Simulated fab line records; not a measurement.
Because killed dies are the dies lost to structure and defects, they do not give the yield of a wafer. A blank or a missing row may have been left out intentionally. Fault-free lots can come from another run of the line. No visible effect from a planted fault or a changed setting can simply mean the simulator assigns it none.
What tool caused it?	flow berkeley-cmos170	6 lots, 18 wafers sampled, at 1 step of a route of 331

WHAT THE GAUGES SHOWED, per wafer
UCB170_START_THK_MEAS_03.
lot	measured	on	START_OXIDE_THK (nm)
L849	day 1 21:59	film-metro-02	20.7 20.7 20.3
L854	day 2 22:04	film-metro-03	20.1 20.2 20.2
L855	day 3 05:40	film-metro-02	19.5 19.5 19.4
L862	day 4 14:48	film-metro-03	20.1 19.5 19.8
L867	day 5 15:19	film-metro-01	20.6 20.4 20.5
L870	day 6 05:36	film-metro-01	20.2 19.7 20.2

WHICH TOOL RAN EACH LOT (tool, then ch and the chambers of the sampled wafers, then the start)
There is no process step in the record ahead of these readings.

THE ANSWER, worked out from the rows above alone
Rule: what is usual is taken from the lots themselves. The widest of any qualifying gaps counts: lots, ordered by their means at a reading, are off when they make up no more than a third of the lots, leave a main group of 4 or more, and stand apart from it by 3 or more times the standard deviation of that group's means. If all means in a main group match to the digits the tables above print for the reading, that group is not used. A lot without any number at a reading at which 4 lots or more have one is off too. Where the step has rows for the other lots, those lots are counted as sound.
No lot is off on any of the readings shown, so nothing can be concluded from this.

WHAT THE SIMULATOR HAD PUT IN
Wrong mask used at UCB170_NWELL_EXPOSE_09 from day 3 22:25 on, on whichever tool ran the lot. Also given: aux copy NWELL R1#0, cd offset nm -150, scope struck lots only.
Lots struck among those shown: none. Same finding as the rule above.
